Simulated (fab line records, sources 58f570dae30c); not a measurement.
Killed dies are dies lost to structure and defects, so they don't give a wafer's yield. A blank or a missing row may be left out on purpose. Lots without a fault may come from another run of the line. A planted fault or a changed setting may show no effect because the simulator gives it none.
Problem report in the 8D (eight disciplines) form, filled by code | flow berkeley_cmos170 | the parts of the form that need people (team, actions taken, sign-off) are left out

1. THE PROBLEM
heater_power_total_W at UCB170_M2_SOFTBAKE_06 reads a mean of 59.31 W on 6 wafers of 2 lots; wafers without a fault read 56.81 W with a standard deviation of 0.043. That is +58 standard deviations from the usual mean.
The step: time 60 s.
First seen on wafer L197.1, day 10 06:06, on litho_track-01. The record holds 36 wafers of 12 lots with a number at this step. Rule for "out", or "out of limits": more than 4 standard deviations from the usual mean. The other wafers with a number count as sound.

2. WHAT IT IS AND WHAT IT IS NOT
question                    | is                                 | is not
which readings at this step | heater_power_total_W, plate_temp_C | exhaust_pa
which lots                  | L197, L198                         | L186, L190, L191, L200, L201, L203, L204, L205, L207, L209
which wafers of those lots  | all that have a number             | -
read on which tools         | litho_track-01                     | litho_track-02, litho_track-04
when                        | from day 10 06:06                  | up to then (9 sound wafers); but 21 sound wafers of L200, L201, L203, L204, L205, L207, L209 came after

3. SUSPECTS, AND WHAT RULES EACH OUT
Counting: a tool at a process step up to the reading stays a suspect if it ran every lot that is out and no sound lot after the first of them.
- rie_diel-02 at UCB170_CONTACT_ETCH_17 (etches BARC in N2/H2): ruled out as a lasting fault. Sound lots L200, L205, L203, L207, L209 ran on it after its first lot that is out, L197 (day 9 16:16).
- litho_track-01 at UCB170_M2_SOFTBAKE_06 (time 60 s): kept. It ran every lot that is out, first L197 (day 10 06:06), and no sound lot after that; its last sound lot up to then is L191 (day 8 17:59). Its own readings are out on those wafers: heater_power_total_W, plate_temp_C.
Left after counting: litho_track-01 at UCB170_M2_SOFTBAKE_06.

4. THE CAUSE (what the simulator had put in)
Process parameter drift: litho_track-01, from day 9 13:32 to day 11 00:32, at UCB170_M2_SOFTBAKE_06. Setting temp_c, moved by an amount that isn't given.
Counting left only this tool.

5. THE CHAIN OF EFFECTS, in route order
Each row: a reading whose mean over the struck wafers that have a number lies more than 3 standard deviations from the usual. Only readings for which the record gives a usual standard deviation are gone through. hours: the time from each lot's start at the first step in this table that gives one to its start at this step, as a median over the lots. sigmas: the change in usual standard deviations.
hours | step                  | reading                  | usual    | on struck wafers | change | sigmas
0     | UCB170_M2_SOFTBAKE_06 | heater_power_total_W     | 56.81 W  | 59.31            | +2.50  | +58
0     | UCB170_M2_SOFTBAKE_06 | plate_temp_C             | 129.98 C | 134.24           | +4.26  | +33
0     | UCB170_M2_STRIP_07    | strip_time_to_endpoint_s | 21.84 s  | 21.65            | -0.19  | -3.2
The process steps in it:
- UCB170_M2_SOFTBAKE_06: time 60 s.
- UCB170_M2_STRIP_07: strips in O2.

6. WHAT WOULD HAVE CAUGHT IT SOONER
In this record the first reading out of limits was taken at day 10 06:06, 17 hours after the fault began at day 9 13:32.
